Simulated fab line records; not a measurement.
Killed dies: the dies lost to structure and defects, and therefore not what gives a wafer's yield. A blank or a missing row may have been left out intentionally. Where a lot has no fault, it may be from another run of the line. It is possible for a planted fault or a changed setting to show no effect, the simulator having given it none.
Which tool was responsible? | flow berkeley-cmos170 | 12 lots, 36 wafers sampled, at 7 steps of a route of 331

## WHAT EACH GAUGE READ, for each wafer
UCB170_PWELL_THK_MEAS_03.
lot  | measured    | on            | PWELL_OXIDE_THK (nm)
L292 | day 2 19:17 | film-metro-01 | 27.7 27.6 28.3
L293 | day 3 03:12 | film-metro-02 | 28.1 28.0 28.0
L294 | day 3 03:12 | film-metro-04 | 28.2 28.4 28.3
L295 | day 3 18:34 | film-metro-02 | 27.3 27.3 27.4
L296 | day 3 18:34 | film-metro-04 | 28.3 27.9 28.2
L307 | day 6 00:58 | film-metro-01 | 28.3 27.8 28.3
L306 | day 6 00:58 | film-metro-04 | 27.8 27.7 27.5
L311 | day 6 17:50 | film-metro-04 | 28.2 28.7 29.4
L312 | day 6 17:51 | film-metro-01 | 27.9 28.3 28.3
L313 | day 7 01:43 | film-metro-02 | 28.9 28.7 29.2
L314 | day 7 05:56 | film-metro-04 | 27.9 27.6 27.8
L315 | day 7 05:57 | film-metro-02 | 27.3 26.4 27.2

UCB170_PWELL_TW_MEAS_17.
lot  | measured    | on            | PWELL_TW
L292 | day 3 04:53 | film-metro-04 | 378.8 376.3 377.6
L293 | day 3 13:41 | film-metro-04 | 378.4 377.9 375.9
L294 | day 3 13:46 | film-metro-01 | 376.5 375.4 376.4
L295 | day 4 03:25 | film-metro-04 | 378.1 379.3 377.1
L296 | day 4 03:39 | film-metro-01 | 380.7 378.4 378.6
L307 | day 6 07:34 | film-metro-01 | 377.3 374.5 375.6
L306 | day 6 07:01 | film-metro-04 | 377.4 377.4 377.6
L311 | day 7 01:47 | film-metro-04 | 377.2 375.8 378.8
L312 | day 7 02:03 | film-metro-01 | 376.3 377.3 377.2
L313 | day 7 08:13 | film-metro-04 | 378.2 380.0 377.1
L314 | day 7 13:06 | film-metro-01 | 377.8 377.6 377.1
L315 | day 7 12:50 | film-metro-02 | 377.0 377.7 377.0

UCB170_FIELD_THK_MEAS_02.
lot  | measured    | on            | FIELD_OXIDE_THK (nm)
L292 | day 5 04:15 | film-metro-01 | 574 580 575
L293 | day 5 04:16 | film-metro-04 | 556 551 551
L294 | day 5 04:19 | film-metro-01 | 577 581 578
L295 | day 5 20:55 | film-metro-04 | 414 402 411 414 402 410
L296 | day 5 20:55 | film-metro-02 | 427 429 427 427 429 427
L307 | day 7 17:00 | film-metro-04 | 553 553 547
L306 | day 7 16:57 | film-metro-04 | 541 545 545
L311 | day 8 10:14 | film-metro-01 | 542 546 542
L312 | day 8 10:14 | film-metro-04 | 542 545 541
L313 | day 8 15:36 | film-metro-04 | 569 557 554
L314 | day 8 19:51 | film-metro-04 | 557 557 554
L315 | day 8 19:52 | film-metro-02 | 552 552 548

UCB170_FIELD_THK_MEAS_90.
lot  | measured    | on            | FIELD_OXIDE_LEFT_1_THK (nm)
L292 | day 5 14:18 | film-metro-02 | 457 463 458
L293 | day 5 14:18 | film-metro-04 | 439 434 434
L294 | day 5 14:18 | film-metro-01 | 459 463 461
L295 | day 6 07:04 | film-metro-04 | 297 286 293 298 286 293
L296 | day 6 07:01 | film-metro-01 | 310 312 309 310 312 309
L307 | day 7 23:29 | film-metro-04 | 435 435 429
L306 | day 7 23:30 | film-metro-01 | 424 428 427
L311 | day 8 16:22 | film-metro-01 | 424 429 424
L312 | day 8 16:22 | film-metro-04 | 424 428 424
L313 | day 9 02:04 | film-metro-02 | 454 441 438
L314 | day 9 02:04 | film-metro-01 | 439 439 436
L315 | day 9 02:04 | film-metro-04 | 436 437 433

UCB170_NVT_OVL_MEAS_06.
lot  | measured    | on         | NVT_OVL (nm)
L292 | day 6 03:05 | overlay-01 | 3 1 0
L293 | day 6 02:49 | overlay-02 | 5 2 1
L294 | day 6 02:59 | overlay-02 | 3 2 8
L295 | day 6 15:31 | overlay-02 | -6 -4 -1
L296 | day 6 17:04 | overlay-01 | -5 -10 -5
L307 | day 8 12:47 | overlay-01 | 10 8 11
L306 | day 8 13:00 | overlay-02 | 1 0 2
L311 | day 9 13:15 | overlay-01 | -9 -2 -9
L312 | day 9 13:19 | overlay-02 | 10 7 10
L313 | day 9 18:12 | overlay-02 | 10 15 10
L314 | day 9 17:41 | overlay-01 | 0 2 5
L315 | day 9 17:58 | overlay-01 | -3 0 -1

UCB170_FIELD_THK_MEAS_91.
lot  | measured    | on            | FIELD_OXIDE_LEFT_2_THK (nm)
L292 | day 6 06:54 | film-metro-01 | 370 376 371
L293 | day 6 06:29 | film-metro-04 | 352 346 346
L294 | day 6 06:46 | film-metro-01 | 370 373 371
L295 | day 6 17:55 | film-metro-04 | 209 197 204 208 197 205
L296 | day 6 19:14 | film-metro-01 | 221 223 220 221 223 220
L307 | day 8 15:25 | film-metro-04 | 346 346 340
L306 | day 8 15:35 | film-metro-02 | 334 338 339
L311 | day 9 16:00 | film-metro-04 | 335 340 336
L312 | day 9 18:26 | film-metro-02 | 336 340 336
L313 | day 9 22:32 | film-metro-02 | 366 352 350
L314 | day 9 22:14 | film-metro-01 | 350 351 348
L315 | day 9 22:19 | film-metro-02 | 349 348 345

## TOOL THAT RAN EACH LOT (tool first, then ch and the chambers of the sampled wafers, then the start)
lot  | UCB170_FIELD_OXIDATION_01
L292 | furnace-02 ch 0, day 5 01:15
L293 | furnace-02 ch 0, day 5 01:15
L294 | furnace-02 ch 0, day 5 01:15
L295 | furnace-02 ch 0, day 5 17:55
L296 | furnace-02 ch 0, day 5 17:55
L307 | furnace-04 ch 0, day 7 13:56
L306 | furnace-04 ch 0, day 7 13:56
L311 | furnace-04 ch 0, day 8 07:14
L312 | furnace-04 ch 0, day 8 07:14
L313 | furnace-01 ch 0, day 8 12:36
L314 | furnace-01 ch 0, day 8 16:51
L315 | furnace-01 ch 0, day 8 16:51
- UCB170_FIELD_OXIDATION_01: target thk 558.3 nm, ox time 7200 s.

## WHAT THE TOOLS THEMSELVES READ (means of the sampled wafers that have a number; where no wafer has one, the mark that the record gives instead)
UCB170_FIELD_OXIDATION_01.
lot  | tool       | ox-temp-c-max | tube_center_temp_C_max | zone-power-load-pct (%) | zone-power-source-pct (%)
L292 | furnace-02 | 1003.5        | 1002.4                 | 31.5                    | 37.6
L293 | furnace-02 | 1003.9        | 1002.3                 | 31.6                    | 38.2
L294 | furnace-02 | 1003.4        | 1002.6                 | 31.5                    | 37.6
L295 | furnace-02 | 1003.8        | 1002.6                 | 31.8                    | 37.9
L296 | furnace-02 | 1004.0        | 1002.4                 | 31.9                    | 37.3
L307 | furnace-04 | 1005.0        | 1003.1                 | 34.9                    | 31.5
L306 | furnace-04 | 1006.9        | 1002.3                 | 35.0                    | 31.7
L311 | furnace-04 | 1005.5        | 1002.7                 | 34.9                    | 31.6
L312 | furnace-04 | 1005.0        | 1002.1                 | 35.0                    | 31.0
L313 | furnace-01 | 1003.5        | 1002.6                 | 35.9                    | 35.6
L314 | furnace-01 | 1004.0        | 1002.8                 | 35.7                    | 36.0
L315 | furnace-01 | 1002.9        | 1002.6                 | 35.6                    | 35.4

## THE ANSWER, worked out from the rows above alone
Rule: the usual values come from the lots themselves. Put in order of their means at a reading, lots are off if they are a third of the lots or fewer, leave a main group of 4 or more, and stand apart from it by a gap of 3 or more times the standard deviation of the main group's means; of several such gaps the widest counts. A main group whose means are all the same, to the digits that the tables above print for the reading, isn't used. Also off: a lot with no number at a reading for which 4 or more lots have one. All remaining lots with rows at the step are treated as sound. After the gauges, taken in route order, come the tools' own readings; for these a lot's mean is taken, as printed above. At the first step where some lot is off, the reading lying furthest off is the one used; lots without a number count as furthest.
Off: L295, L296, at UCB170_FIELD_THK_MEAS_02 (FIELD_OXIDE_THK). The main group: mean 556 nm, standard deviation 12.
If a tool, at a process step before that reading, ran all the lots that are off and no sound lot after the first of them, it fits. Gauges at UCB170_FIELD_THK_MEAS_02: tried the same way as those tools. One candidate fits, namely furnace-02 at UCB170_FIELD_OXIDATION_01. A fault onset in the window from L292 (day 5 01:15, its last sound lot) to L295 (day 5 17:55, its first lot off) fits.

## WHAT THE SIMULATOR HAD INSERTED
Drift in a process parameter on furnace-02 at UCB170_FIELD_OXIDATION_01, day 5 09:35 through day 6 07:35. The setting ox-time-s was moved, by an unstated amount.
Shown lots that were struck: L295, L296. The same result came from the rule above.
